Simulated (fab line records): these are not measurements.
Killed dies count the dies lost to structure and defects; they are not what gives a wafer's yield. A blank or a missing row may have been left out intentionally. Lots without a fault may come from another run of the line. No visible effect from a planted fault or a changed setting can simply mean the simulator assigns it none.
Which tool is to blame? || flow berkeley-cmos170 || Sampling: 14 lots, 41 wafers, 4 of 331 route steps

== WHAT THE GAUGES READ, wafer by wafer ==
UCB170_M2_RS_MEAS_02: the measuring method here is four-point-probe. Usual: M2_AL_RS 0.0322 ohm/sq, standard deviation 0.00032.
{"lot": "L809", "measured": "day 7 15:37", "on": "film-metro-04", "M2_AL_RS (ohm/sq)": "0.0324 0.0321 0.0325", "flag": ""}
{"lot": "L810", "measured": "day 7 16:02", "on": "film-metro-02", "M2_AL_RS (ohm/sq)": "0.0323 0.0322 0.0320", "flag": ""}
{"lot": "L811", "measured": "day 8 01:08", "on": "film-metro-04", "M2_AL_RS (ohm/sq)": "0.0323 0.0319 0.0323", "flag": ""}
{"lot": "L813", "measured": "day 8 21:37", "on": "film-metro-02", "M2_AL_RS (ohm/sq)": "0.0323 0.0326 0.0323", "flag": ""}
{"lot": "L815", "measured": "day 9 03:46", "on": "film-metro-03", "M2_AL_RS (ohm/sq)": "0.0326 0.0325 0.0323", "flag": ""}
{"lot": "L817", "measured": "day 9 09:34", "on": "film-metro-04", "M2_AL_RS (ohm/sq)": "0.0317 0.0320 0.0320", "flag": ""}
{"lot": "L816", "measured": "day 9 09:46", "on": "film-metro-02", "M2_AL_RS (ohm/sq)": "0.0323 0.0321 0.0327", "flag": ""}
{"lot": "L819", "measured": "day 9 10:00", "on": "film-metro-02", "M2_AL_RS (ohm/sq)": "0.0318 0.0324 0.0325", "flag": ""}
{"lot": "L814", "measured": "day 9 10:14", "on": "film-metro-03", "M2_AL_RS (ohm/sq)": "0.0319 0.0321 0.0319", "flag": ""}
{"lot": "L821", "measured": "day 10 06:36", "on": "film-metro-04", "M2_AL_RS (ohm/sq)": "0.0320 0.0317 0.0317", "flag": ""}
{"lot": "L822", "measured": "day 11 06:12", "on": "film-metro-02", "M2_AL_RS (ohm/sq)": "0.0319 0.0314 0.0315", "flag": ""}
{"lot": "L827", "measured": "day 11 15:30", "on": "film-metro-02", "M2_AL_RS (ohm/sq)": "0.0324 0.0326 0.0324", "flag": ""}
{"lot": "L829", "measured": "day 11 23:19", "on": "film-metro-04", "M2_AL_RS (ohm/sq)": "0.0320 0.0323", "flag": ""}
{"lot": "L831", "measured": "day 12 08:22", "on": "film-metro-03", "M2_AL_RS (ohm/sq)": "0.0322 0.0319 0.0320", "flag": ""}

UCB170_V2_OVL_MEAS_13. Usual: V2_OVL 1 nm, standard deviation 5.
{"lot": "L809", "measured": "day 7 21:13", "on": "overlay-01", "V2_OVL (nm)": "-8 -7 -8", "flag": ""}
{"lot": "L810", "measured": "day 7 20:58", "on": "overlay-01", "V2_OVL (nm)": "16 8 10", "flag": ""}
{"lot": "L811", "measured": "day 8 10:28", "on": "overlay-01", "V2_OVL (nm)": "6 5 3", "flag": ""}
{"lot": "L813", "measured": "day 9 02:58", "on": "overlay-01", "V2_OVL (nm)": "-1 1 2", "flag": ""}
{"lot": "L815", "measured": "day 9 08:47", "on": "overlay-01", "V2_OVL (nm)": "6 -1 -4", "flag": ""}
{"lot": "L817", "measured": "day 9 14:05", "on": "overlay-01", "V2_OVL (nm)": "0 -2 -3", "flag": ""}
{"lot": "L816", "measured": "day 9 15:03", "on": "overlay-02", "V2_OVL (nm)": "6 1 2", "flag": ""}
{"lot": "L819", "measured": "day 9 15:21", "on": "overlay-01", "V2_OVL (nm)": "1 -9 -3", "flag": ""}
{"lot": "L814", "measured": "day 9 15:36", "on": "overlay-02", "V2_OVL (nm)": "-2 1 -5", "flag": ""}
{"lot": "L821", "measured": "day 10 15:14", "on": "overlay-01", "V2_OVL (nm)": "-2 -3 -4", "flag": ""}
{"lot": "L822", "measured": "day 11 11:46", "on": "overlay-01", "V2_OVL (nm)": "16 6 9", "flag": ""}
{"lot": "L827", "measured": "day 11 20:40", "on": "overlay-02", "V2_OVL (nm)": "-2 3 0", "flag": ""}
{"lot": "L829", "measured": "day 12 06:00", "on": "overlay-01", "V2_OVL (nm)": "5 3", "flag": ""}
{"lot": "L831", "measured": "day 12 14:01", "on": "overlay-02", "V2_OVL (nm)": "1 1 4", "flag": ""}

UCB170_M3_BOW_MEAS_20. Usual: M3_BOW 35 um, standard deviation 6.4.
{"lot": "L809", "measured": "day 8 01:38", "on": "film-metro-02", "M3_BOW (um)": "29 40 42", "flag": ""}
{"lot": "L810", "measured": "day 8 00:43", "on": "film-metro-02", "M3_BOW (um)": "27 33 34", "flag": ""}
{"lot": "L811", "measured": "day 8 14:26", "on": "film-metro-02", "M3_BOW (um)": "40 41 41", "flag": ""}
{"lot": "L813", "measured": "day 9 06:02", "on": "film-metro-03", "M3_BOW (um)": "26 34 27", "flag": ""}
{"lot": "L815", "measured": "day 9 12:01", "on": "film-metro-02", "M3_BOW (um)": "27 37 22", "flag": ""}
{"lot": "L817", "measured": "day 9 17:35", "on": "film-metro-03", "M3_BOW (um)": "41 26 37", "flag": ""}
{"lot": "L816", "measured": "day 9 18:11", "on": "film-metro-03", "M3_BOW (um)": "31 35 40", "flag": ""}
{"lot": "L819", "measured": "day 9 18:44", "on": "film-metro-02", "M3_BOW (um)": "36 38 39", "flag": ""}
{"lot": "L814", "measured": "day 9 18:59", "on": "film-metro-03", "M3_BOW (um)": "52 44 49", "flag": ""}
{"lot": "L821", "measured": "day 10 19:44", "on": "film-metro-03", "M3_BOW (um)": "33 27 24", "flag": ""}
{"lot": "L822", "measured": "day 11 15:25", "on": "film-metro-01", "M3_BOW (um)": "32 58 32", "flag": ""}
{"lot": "L827", "measured": "day 12 01:23", "on": "film-metro-03", "M3_BOW (um)": "31 36 28", "flag": ""}
{"lot": "L829", "measured": "day 12 10:45", "on": "film-metro-03", "M3_BOW (um)": "28 36", "flag": ""}
{"lot": "L831", "measured": "day 12 17:06", "on": "film-metro-01", "M3_BOW (um)": "31 42 30", "flag": ""}

== EACH LOT AND THE TOOL THAT RAN IT (in order: tool; ch and the chambers of the sampled wafers; start) ==
{"lot": "L809", "UCB170_M3_SPUTTER_01": "pvd-sputter-02, day 7 21:43"}
{"lot": "L810", "UCB170_M3_SPUTTER_01": "pvd-sputter-04, day 7 21:28"}
{"lot": "L811", "UCB170_M3_SPUTTER_01": "pvd-sputter-04, day 8 10:58"}
{"lot": "L813", "UCB170_M3_SPUTTER_01": "pvd-sputter-02, day 9 03:28"}
{"lot": "L815", "UCB170_M3_SPUTTER_01": "pvd-sputter-02, day 9 09:17"}
{"lot": "L817", "UCB170_M3_SPUTTER_01": "pvd-sputter-02, day 9 14:35"}
{"lot": "L816", "UCB170_M3_SPUTTER_01": "pvd-sputter-03, day 9 15:33"}
{"lot": "L819", "UCB170_M3_SPUTTER_01": "pvd-sputter-04, day 9 15:51"}
{"lot": "L814", "UCB170_M3_SPUTTER_01": "pvd-sputter-02, day 9 16:06"}
{"lot": "L821", "UCB170_M3_SPUTTER_01": "pvd-sputter-04, day 10 15:44"}
{"lot": "L822", "UCB170_M3_SPUTTER_01": "pvd-sputter-03, day 11 12:16"}
{"lot": "L827", "UCB170_M3_SPUTTER_01": "pvd-sputter-04, day 11 21:10"}
{"lot": "L829", "UCB170_M3_SPUTTER_01": "pvd-sputter-04, day 12 06:29"}
{"lot": "L831", "UCB170_M3_SPUTTER_01": "pvd-sputter-03, day 12 14:31"}
- UCB170_M3_SPUTTER_01: material Al, target thk 900 nm, time 120 s.

== WHAT THE TOOLS THEMSELVES READ (means of the sampled wafers that have a number; where no wafer has one, the mark that the record gives instead) ==
UCB170_M3_SPUTTER_01. Usual: throttle-valve-pct reads 30.0 % (standard deviation 0.94).
{"lot": "L809", "tool": "pvd-sputter-02", "throttle-valve-pct (%)": 30.2, "flag": ""}
{"lot": "L810", "tool": "pvd-sputter-04", "throttle-valve-pct (%)": 29.8, "flag": ""}
{"lot": "L811", "tool": "pvd-sputter-04", "throttle-valve-pct (%)": 30.4, "flag": ""}
{"lot": "L813", "tool": "pvd-sputter-02", "throttle-valve-pct (%)": 30.0, "flag": ""}
{"lot": "L815", "tool": "pvd-sputter-02", "throttle-valve-pct (%)": 30.3, "flag": ""}
{"lot": "L817", "tool": "pvd-sputter-02", "throttle-valve-pct (%)": 29.6, "flag": ""}
{"lot": "L816", "tool": "pvd-sputter-03", "throttle-valve-pct (%)": 30.9, "flag": ""}
{"lot": "L819", "tool": "pvd-sputter-04", "throttle-valve-pct (%)": 29.1, "flag": ""}
{"lot": "L814", "tool": "pvd-sputter-02", "throttle-valve-pct (%)": 30.2, "flag": ""}
{"lot": "L821", "tool": "pvd-sputter-04", "throttle-valve-pct (%)": 29.6, "flag": ""}
{"lot": "L822", "tool": "pvd-sputter-03", "throttle-valve-pct (%)": 30.3, "flag": ""}
{"lot": "L827", "tool": "pvd-sputter-04", "throttle-valve-pct (%)": 29.3, "flag": ""}
{"lot": "L829", "tool": "pvd-sputter-04", "throttle-valve-pct (%)": 28.5, "flag": ""}
{"lot": "L831", "tool": "pvd-sputter-03", "throttle-valve-pct (%)": 29.9, "flag": ""}

== THE ANSWER, worked out from the rows above alone ==
Rule: lot off if the mean of its wafers having a number is beyond 3 standard deviations from the usual mean. Also off: a lot with no number at a reading for which 4 or more lots have one. All remaining lots with rows at the step are treated as sound. After the gauges, taken in route order, come the tools' own readings; for these a lot's mean is taken, as printed above. At the first step where some lot is off, the reading lying furthest off is the one used; lots without a number count as furthest.
Across all readings shown, no lot is off: no conclusion can be drawn from this.

== WHAT HAD BEEN PUT IN BY THE SIMULATOR ==
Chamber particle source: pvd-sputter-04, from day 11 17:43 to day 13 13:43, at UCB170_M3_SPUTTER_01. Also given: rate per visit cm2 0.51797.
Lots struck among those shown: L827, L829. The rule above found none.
